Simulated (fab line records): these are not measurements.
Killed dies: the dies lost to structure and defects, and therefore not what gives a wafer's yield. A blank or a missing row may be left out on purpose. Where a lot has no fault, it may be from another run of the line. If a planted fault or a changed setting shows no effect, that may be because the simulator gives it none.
Problem report, 8D (eight disciplines) form, completed by code | flow ritCmos | the parts of the form that need people (team, actions taken, sign-off) are left out

1. WHAT IS WRONG
At RIT_M1_PROBE_99, killedAtFrontEnd averages 41.3 over 6 wafers from 2 lots, while fault-free wafers read 7.1, standard deviation 2.8. That puts it +12 standard deviations away from the usual mean.
First seen on wafer L701.1, day 6 01:19, on prober-01. At this step, 42 wafers from 14 lots have a number in the record. The rule behind "out" and "out of limits": a value lying over 4 standard deviations away from the usual mean. The rest of the wafers with a number are treated as sound.

2. WHAT IT IS, AND WHAT IT ISN'T
question                    | is                           | is not
which readings at this step | killedAtFrontEnd, killedDies | killedOpen, killedShort
which lots                  | L701, L702                   | L688, L690, L691, L692, L693, L694, L695, L696, L705, L707, L709, L710
which wafers of those lots  | all that have a number       | -
read on which tools         | prober-01, prober-02         | -
when                        | from day 6 01:19             | up to then (24 sound wafers); but 12 sound wafers of L705, L707, L709, L710 came after

3. THE SUSPECTS, EACH WITH WHAT RULES IT OUT
Counting: a tool at a process step up to the reading stays a suspect if it ran every lot that is out and no sound lot after the first of them.
- wetBench-03 at RIT_GATE_CLEAN_03 (cleans in SC2, time 600 s): kept. It processed each lot that is out, first L701 at day 5 00:17, and no sound lot thereafter; up to then, the last sound lot it processed was L695 at day 3 18:43.
After counting, what remains is wetBench-03 at RIT_GATE_CLEAN_03.

4. THE CAUSE (what the simulator had put in)
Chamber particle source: wetBench-03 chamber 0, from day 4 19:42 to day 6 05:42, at RIT_GATE_CLEAN_03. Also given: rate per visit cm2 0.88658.
This tool alone remained once counting was done.

5. THE CHAIN OF EFFECTS, in route order
Each row: a reading whose mean over the struck wafers that have a number lies more than 3 standard deviations from the usual. Only readings for which the record gives a usual standard deviation are gone through. hours: the time from each lot's start at the first step in this table that gives one to its start at this step, as a median over the lots. sigmas: the change in usual standard deviations.
hours | step            | reading          | usual | on struck wafers | change | sigmas
0     | RIT_M1_PROBE_99 | killedAtFrontEnd | 7.1   | 41.3             | +34.2  | +12
0     | RIT_M1_PROBE_99 | killedDies       | 7.2   | 41.5             | +34.3  | +12
0     | RIT_M1_PROBE_99 | killedOnRim      | 1.8   | 8.0              | +6.2   | +4.4
It contains these process steps:
- RIT_M1_PROBE_99

6. HOW IT WOULD HAVE BEEN CAUGHT EARLIER
First out-of-limits reading in this record: day 6 01:19, which is 30 hours after fault onset at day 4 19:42.
By day 6 01:19, every lot that is out (2) had started RIT_GATE_CLEAN_03 on wetBench-03. A hold on the tool at that time would have spared none of them.
